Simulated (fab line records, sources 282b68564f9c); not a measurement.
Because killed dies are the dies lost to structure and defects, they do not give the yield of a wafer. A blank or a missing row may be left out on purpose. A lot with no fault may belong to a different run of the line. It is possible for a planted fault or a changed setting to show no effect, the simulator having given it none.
8D (eight disciplines) problem report, filled in by code + flow rit cmos + the parts of the form that need people (team, actions taken, sign-off) are left out

## 1. WHAT WENT WRONG
dose ions cm2 at RIT_NRETRO_IMPLANT_08 reads a mean of 9.474e+12 on 6 wafers of 2 lots; wafers without a fault read 9.999e+12 with a standard deviation of 9.5e+09. That puts it -55 standard deviations away from the usual mean.
First seen on wafer L891.2, day 4 08:17, on implanter-01. The record holds 42 wafers of 14 lots with a number at this step. The rule behind "out" and "out of limits": a value lying over 4 standard deviations away from the usual mean. Any other wafer with a number is counted as sound.

## 2. WHAT IT IS AND WHAT IT IS NOT
| question                    | is                     | is not                                                                                 |
|-----------------------------|------------------------|----------------------------------------------------------------------------------------|
| which readings at this step | dose ions cm2          | -                                                                                      |
| which lots                  | L891, L893             | L881, L882, L883, L884, L885, L886, L888, L889, L894, L900, L902, L903                 |
| which wafers of those lots  | all that have a number | -                                                                                      |
| read on which tools         | implanter-01           | implanter-02, implanter-03                                                             |
| when                        | from day 4 08:17       | up to then (24 sound wafers); but 12 sound wafers of L894, L900, L902, L903 came after |

## 3. THE SUSPECTS, EACH WITH WHAT RULES IT OUT
Counting: a tool at a process step up to the reading stays a suspect if it ran every lot that is out and no sound lot after the first of them.
- implanter-01 at RIT_NRETRO_IMPLANT_08: kept. Every lot that is out went through it, starting with L891 (day 4 08:17), and after that it ran no sound lot; the last sound lot it ran before then is L889 (day 4 03:30). Its own readings are out on those wafers: dose ions cm2.
Remaining after the count: implanter-01 at RIT_NRETRO_IMPLANT_08.

## 4. THE CAUSE (what the simulator had put in)
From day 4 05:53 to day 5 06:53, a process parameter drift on implanter-01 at RIT_NRETRO_IMPLANT_08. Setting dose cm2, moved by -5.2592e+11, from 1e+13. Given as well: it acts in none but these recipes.
After counting, this tool was the only one left.

## 5. THE CHAIN OF EFFECTS, in route order
Rows list readings where the struck wafers' mean (over those with a number) sits beyond 3 standard deviations from the usual. Readings are gone through only where the record gives a usual standard deviation; hours: the median, over the lots, of the time from a lot's start at the first step in this table giving one to that lot's start at this step; sigmas: the change measured in usual standard deviations.
| hours | step                  | reading            | usual     | on struck wafers | change     | sigmas |
|-------|-----------------------|--------------------|-----------|------------------|------------|--------|
| 0     | RIT_NRETRO_IMPLANT_08 | dose ions cm2      | 9.999e+12 | 9.474e+12        | -5.253e+11 | -55    |
| 0     | RIT_NRETRO_IMPLANT_08 | faraday current uA | 31.7      | 29.7             | -2.0       | -3.1   |
Process steps it contains:
- RIT_NRETRO_IMPLANT_08

## 6. HOW IT WOULD HAVE BEEN CAUGHT EARLIER
In this record no reading fell out of limits until day 4 08:17, 2 hours after the fault had begun at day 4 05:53.
